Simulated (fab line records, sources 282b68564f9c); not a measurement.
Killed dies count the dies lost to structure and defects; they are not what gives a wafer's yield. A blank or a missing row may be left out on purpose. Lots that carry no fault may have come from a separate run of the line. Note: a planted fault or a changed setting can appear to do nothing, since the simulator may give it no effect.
fab line records	flow rit-cmos
record lots=6	wafers=18	last-day=7
route steps=202 shown NRETRO@61 PRETRO@64
lots that met no fault: taken from a fault-free run of the same line
start-h: hours from the record's opening day to when the first of the lot's shown wafers began	wait-h: hours since the lot's step before	" as in the row above	L1.1+2: a single row standing in for several wafers	- either no value or no given start	* or withheld: withheld	< > ~ a bound
route shown NAME@n: NAME is a module with steps in the file, n the number in the route of the first one	usual: mean/standard deviation taken from wafers without a fault	same: alike in all rows	chamber/n: place in a boat	sites: per-site readings	_std_site: standard deviation across them	_edge_site: the outer-site mean with the inner-site mean subtracted	radius-mm: for every site, how far away it sits from the centre of the wafer	mask NAME#n: copy n	behind: the tool/chamber that last shaped the wafer	hold: reason for holding the lot/hours on hold/outcome of the hold	device: transistor that didn't switch, given as n, p or np	end of line: the route-end tests of the same wafers	a step without rows: its recipe alone	killed: at the first sort, the dies lost to defects and structure; wafer yield is something else	map: a wafer's dies, marking killed ones x, the rest . and places with no die _
set.NAME: the run value of the setting; set.NAME@STEP: its run value at that earlier step	model.NAME: the simulator's own value behind a step, which no gauge read
lots seen at some steps along the route; tables by step, rows by wafer
services: a tool's chamber out of use, with start hour (start-h, from the record's first day; less than 0 if before it), hours out, and reason
## steps
# step RIT_NRETRO_IMPLANT_08
# recipe species=P	energy-kev=70	dose-cm2=1e+13	tilt-deg=7
# step RIT_NRETRO_STRIP_09
# recipe chemistry=O2	time-s=180	resist=NOVOLAK	platen-temp-c=withheld	power-w=500	pressure-mtorr=4000	o2-flow-sccm=4000
# usual chamber-pressure-mTorr=4000/3.6	drypump-motor-current-A=5.9/0.55
lot.wafer	tool	chamber	start-h	wait-h	chamber-pressure-mTorr	drypump-motor-current-A	rf-hours-counter-h
L645.1	plasma-asher-03	1	48.52	0.1	4005	5.6	38
L645.4	"	0	"	"	3999	6.4	-
L645.5	"	0	"	"	4001	6.4	-
L648.1	plasma-asher-03	1	60.46	0.1	4000	5.6	39
L648.5	"	0	"	"	4003	6.5	-
L648.6	"	1	"	"	4004	5.6	-
L650.1	plasma-asher-01	1	65.84	0.1	3998	5.1	43
L650.2	"	0	"	"	4006	6.6	43
L650.6	"	1	"	"	3994	5.0	-
L651.1	plasma-asher-01	0	70.08	0.1	3996	6.6	43
L651.3	"	1	"	"	3996	5.1	-
L651.5	"	1	"	"	3998	5.1	-
L653.1	plasma-asher-03	0	79.87	0.1	3998	6.5	41
L653.4	"	1	"	"	4000	5.6	-
L653.6	"	1	"	"	3999	5.6	-
L665.1	plasma-asher-04	1	145.15	0.1	3998	5.4	3
L665.3	"	1	"	"	3999	5.4	-
L665.5	"	0	"	"	4000	6.1	-
# step RIT_NRETRO_TW_MEAS_10
# usual NRETRO_TW=1052/7.6
lot.wafer	tool	chamber	start-h	wait-h	NRETRO_TW
L645.1	film-metro-01	-	48.70	0.1	1052
L645.4	"	-	"	"	1054
L645.5	"	-	"	"	1052
L648.1	film-metro-02	-	60.63	0.1	1046
L648.5	"	-	"	"	1046
L648.6	"	-	"	"	1050
L650.1	film-metro-02	-	66.01	0.1	1049
L650.2	"	-	"	"	1042
L650.6	"	-	"	"	1047
L651.1	film-metro-04	-	70.26	0.1	1063
L651.3	"	-	"	"	1061
L651.5	"	-	"	"	1062
L653.1	film-metro-04	-	80.04	0.1	1066
L653.4	"	-	"	"	1061
L653.6	"	-	"	"	1062
L665.1	film-metro-04	-	145.33	0.1	1054
L665.3	"	-	"	"	1062
L665.5	"	-	"	"	1062
# step RIT_PRETRO_HMDS_00
# recipe prime-time-s=60	prime-temp-c=140
# step RIT_PRETRO_COAT_01
# recipe resist=NOVOLAK	spin-rpm=2000	resist-thk-nm=1300
# step RIT_PRETRO_SOFTBAKE_02
# recipe resist=NOVOLAK	temp-c=90	time-s=60
# step RIT_PRETRO_EXPOSE_03
# recipe mask-id=M5	na=0.57	target-cd-nm=43700	dose-mj=250
# step RIT_PRETRO_PEB_04
# recipe resist=NOVOLAK	temp-c=withheld	time-s=withheld
# step RIT_PRETRO_DEVELOP_05
# recipe resist=NOVOLAK	develop-time-s=68	dev-temp-c=23
# step RIT_PRETRO_OVL_MEAS_06
# usual PRETRO_OVL=-0.6/1.5
lot.wafer	tool	chamber	start-h	wait-h	PRETRO_OVL[nm]
L645.1	overlay-02	-	49.76	-	-1.0
L645.4	"	-	"	"	-0.9
L645.5	"	-	"	"	-1.1
L648.1	overlay-02	-	61.57	-	-3.4
L648.5	"	-	"	"	-0.4
L648.6	"	-	"	"	-3.5
L650.1	overlay-01	-	67.08	-	-0.9
L650.2	"	-	"	"	1.0
L650.6	"	-	"	"	-1.1
L651.1	overlay-01	-	71.20	-	-1.2
L651.3	"	-	"	"	-0.9
L651.5	"	-	"	"	-1.3
L653.1	overlay-01	-	81.12	-	-3.2
L653.4	"	-	"	"	-2.0
L653.6	"	-	"	"	-3.8
L665.1	overlay-02	-	146.27	-	-0.5
L665.3	"	-	"	"	0.1
L665.5	"	-	"	"	0.3
# step RIT_PRETRO_HARDBAKE_07
# recipe resist=NOVOLAK	temp-c=140	time-s=120
# step RIT_PRETRO_IMPLANT_08
# recipe species=B	energy-kev=45	dose-cm2=1.2e+13	tilt-deg=7
# step RIT_PRETRO_STRIP_09
# recipe chemistry=O2	time-s=180	resist=NOVOLAK	platen-temp-c=withheld	power-w=500	pressure-mtorr=4000	o2-flow-sccm=4000
# usual chamber-pressure-mTorr=4000/3.1	drypump-motor-current-A=6.0/0.53
lot.wafer	tool	chamber	start-h	wait-h	chamber-pressure-mTorr	drypump-motor-current-A	rf-hours-counter-h	model.NOVOLAK_of_PRETRO_COAT_01.thk-nm
L645.1	plasma-asher-01	1	50.21	0.1	3998	5.1	41	0
L645.4	"	0	"	"	3997	6.6	-	0
L645.5	"	1	"	"	3995	5.1	-	0
L648.1	plasma-asher-02	1	62.01	0.1	4000	6.4	27	0
L648.5	"	0	"	"	4001	6.1	-	0
L648.6	"	1	"	"	4001	6.4	-	0
L650.1	plasma-asher-01	0	67.51	0.1	-	-	-	1138
L650.2	"	1	"	"	-	-	-	1139
L650.6	"	1	"	"	-	-	-	1137
L651.1	plasma-asher-01	0	71.63	0.1	-	-	-	1138
L651.3	"	0	"	"	-	-	-	1138
L651.5	"	0	"	"	-	-	-	1140
L653.1	plasma-asher-02	0	81.88	0.1	4001	6.1	29	0
L653.4	"	0	"	"	3999	6.1	-	0
L653.6	"	0	"	"	4005	6.1	-	0
L665.1	plasma-asher-02	1	146.73	0.1	4000	6.4	37	0
L665.3	"	1	"	"	3998	6.4	-	0
L665.5	"	1	"	"	3995	6.4	-	0
# step RIT_PRETRO_TW_MEAS_10
# usual PRETRO_TW=475.4/3
lot.wafer	tool	chamber	start-h	wait-h	PRETRO_TW
L645.1	film-metro-03	-	50.38	0.1	471.9
L645.4	"	-	"	"	471.5
L645.5	"	-	"	"	472.1
L648.1	film-metro-02	-	62.19	0.1	472.7
L648.5	"	-	"	"	474.9
L648.6	"	-	"	"	474.7
L650.1	film-metro-03	-	67.69	0.1	472.9
L650.2	"	-	"	"	470.9
L650.6	"	-	"	"	470.0
L651.1	film-metro-04	-	71.81	0.1	480.9
L651.3	"	-	"	"	482.0
L651.5	"	-	"	"	480.8
L653.1	film-metro-03	-	82.05	0.1	476.8
L653.4	"	-	"	"	476.6
L653.6	"	-	"	"	474.0
L665.1	film-metro-04	-	146.91	0.1	477.1
L665.3	"	-	"	"	479.3
L665.5	"	-	"	"	476.7
## services
tool	chamber	start-h	hours	kind
plasma-asher-03	-	99.70	4.1	repair
plasma-asher-04	-	108.75	9.0	pm
plasma-asher-04	0	108.75	9.0	vent-cycle
plasma-asher-04	1	108.75	9.0	vent-cycle
plasma-asher-01	-	112.34	9.9	pm
plasma-asher-04	0	117.75	-	clean
plasma-asher-04	1	117.75	-	clean
## key
first-sign step=RIT_PRETRO_STRIP_09	reading=tool-record	direction=missing
effect none on later readings
model-effect step=RIT_PRETRO_STRIP_09	value=NOVOLAK_of_PRETRO_COAT_01.thk-nm	without=0	struck=1138
met-at RIT_PRETRO_STRIP_09
struck-wafers L650.1,L650.2,L650.6,L651.1,L651.3,L651.5
later-rows-left-out L650.1,L650.2,L650.6,L651.1,L651.3,L651.5
sort-left-out L650.1,L650.2,L650.6,L651.1,L651.3,L651.5
tester-left-out L650,L651
onset-between 50.21 67.51
fault kind=skipped-step-whole	tool=plasma-asher-01	chamber=-	onset-h=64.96	steps=RIT_PRETRO_STRIP_09	scope=struck-lots-only
# tester-left-out: of these lots the tester's yield and bins aren't shown, on N5 and GAA mostly nor the transistor test; their killed dies are dies lost to structure and defects alone, not to doping, threshold or leakage, so they don't give the yield
# sort-left-out: the simulated sort isn't trusted on such a fault, so these wafers' sort isn't shown, and their yield isn't known
# later-rows-left-out: the simulator's readings of these wafers behind a module that went badly wrong aren't trusted and aren't shown, but for the sort
